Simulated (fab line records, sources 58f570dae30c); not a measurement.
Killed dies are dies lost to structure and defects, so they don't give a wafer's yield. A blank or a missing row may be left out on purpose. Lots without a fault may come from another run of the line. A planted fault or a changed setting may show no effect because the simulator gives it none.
A struck lot beside a sound one | flow berkeley_cmos170 | 25 steps out of a route of 331
Sound: wafers L397.2, L397.5, L397.6. Struck: wafers L407.1, L407.3, L407.4. The cause comes at the end.
At each step with rows: each side's tool, then ch and its chambers, then its first start. Under that, the readings that differ: sound wafers | struck wafers | difference of the means | sigmas: that difference in standard deviations of wafers without a fault.
alike: readings whose means differ by less than 2 such deviations, and words and numbers that are the same on both sides. not compared: withheld readings, readings that some wafer has no value for, bounds like >300 that may hide the same value, and numbers for which the record gives no deviation and whose values overlap.
The two part at a step that has a row with sigmas, a row that says differs or no value, or rows on one side only. Numbers that don't overlap but have no deviation are shown without sigmas and don't part them. A reading that every wafer of one side lacks parts them only if that side has two wafers or more.

first, 4 steps without rows for these wafers: UCB170_PWELL_WET_ETCH_19 (etches Si3N4 in H3PO4, time 14400 s); UCB170_PWELL_WET_ETCH_20 (etches SiO2 in BOE, time 22 s); UCB170_WELLDRIVE_CLEAN_00 (cleans in SPM, time 600 s); UCB170_WELLDRIVE_OXIDATION_01 (target thk 199 nm, ox time 9000 s).
UCB170_WELLDRIVE_THK_MEAS_02:
  sound on film_metro-03, day 3 20:37; struck on film_metro-02, day 6 05:07
  alike: WELLDRIVE_OXIDE_THK
then, 5 steps without rows for these wafers: UCB170_WELLDRIVE_ANNEAL_03 (time 900 s); UCB170_WELLDRIVE_WET_ETCH_04 (etches SiO2 in BOE, time 120 s); UCB170_ACTIVE_CLEAN_00 (cleans in SPM, time 600 s); UCB170_ACTIVE_CLEAN_01 (cleans in dHF, time 60 s); UCB170_ACTIVE_OXIDATION_02 (target thk 26.4 nm, ox time 1260 s).
UCB170_ACTIVE_THK_MEAS_03:
  sound on film_metro-01, day 4 04:55; struck on film_metro-01, day 6 15:26
  alike: ACTIVE_OXIDE_THK
then, 1 step without rows for these wafers: UCB170_ACTIVE_ANNEAL_04 (time 900 s).
UCB170_ACTIVE_CVD_05: deposits Si3N4 from SiH2Cl2/NH3, target thk 220 nm, time 3300 s.
  sound on lpcvd-02 ch 0, day 4 10:39; struck on lpcvd-02 ch 0, day 6 19:57
  alike: nh3_flow_sccm, spike_tc_centre_C, zone_power_centre_pct
UCB170_ACTIVE_THK_MEAS_06:
  sound on film_metro-03, day 4 12:35; struck on film_metro-03, day 6 21:52
  reading                 | sound             | struck            | difference | sigmas
  ACTIVE_NITRIDE_THK (nm) | 222.2 220.6 223.1 | 168.7 169.3 169.0 | -53.0      | -35
then, 6 steps without rows for these wafers: UCB170_ACTIVE_HMDS_07 (prime time 60 s); UCB170_ACTIVE_COAT_08 (resist thk 900 nm); UCB170_ACTIVE_SOFTBAKE_09 (time 60 s); UCB170_ACTIVE_EXPOSE_10 (exposes mask ACTIVE, target cd 1200 nm); UCB170_ACTIVE_PEB_11; UCB170_ACTIVE_DEVELOP_12 (develop time 45 s).
UCB170_ACTIVE_CD_MEAS_13: target cd 1200 nm.
  sound on cd_sem-02, day 4 13:34; struck on cd_sem-02, day 6 22:48
  alike: cd_nm
UCB170_ACTIVE_OVL_MEAS_14:
  sound on overlay-02, day 4 13:41; struck on overlay-02, day 6 22:55
  alike: ACTIVE_OVL
UCB170_ACTIVE_ETCH_15: etches Si3N4 in CH3F/Ar/O2, stops on SiO2, target depth 242 nm, time 151 s.
  sound on rie_diel-03 ch 0,3, day 4 13:43; struck on rie_diel-01 ch 0,1,3, day 6 22:58
  reading               | sound             | struck            | difference | sigmas
  oes_product_au (a.u.) | 0.927 0.918 0.948 | 0.794 0.797 0.827 | -0.125     | -8
  alike: drypump_motor_current_A, throttle_valve_pct
  not compared: rf_hours_counter_h
UCB170_ACTIVE_STRIP_16: strips in O2.
  sound on plasma_asher-01 ch 0,1, day 4 13:49; struck on plasma_asher-03 ch 0,1, day 6 23:04
  alike: drypump_motor_current_A, oes_product_au, strip_time_to_endpoint_s
  not compared: rf_hours_counter_h
-- the record jumps here: 4 days lie between the struck wafers' starts before and after (it left off in module ACTIVE and takes up again in module M3, whose first step shown is number 331 of the route) --
UCB170_M3_PROBE_99:
  the record has rows for the struck wafers here (prober-02, day 10 13:53) and none for the sound ones

WHERE THEY PART
First at UCB170_ACTIVE_THK_MEAS_06; last, within this record, at UCB170_M3_PROBE_99.

WHY: what the simulator had put in
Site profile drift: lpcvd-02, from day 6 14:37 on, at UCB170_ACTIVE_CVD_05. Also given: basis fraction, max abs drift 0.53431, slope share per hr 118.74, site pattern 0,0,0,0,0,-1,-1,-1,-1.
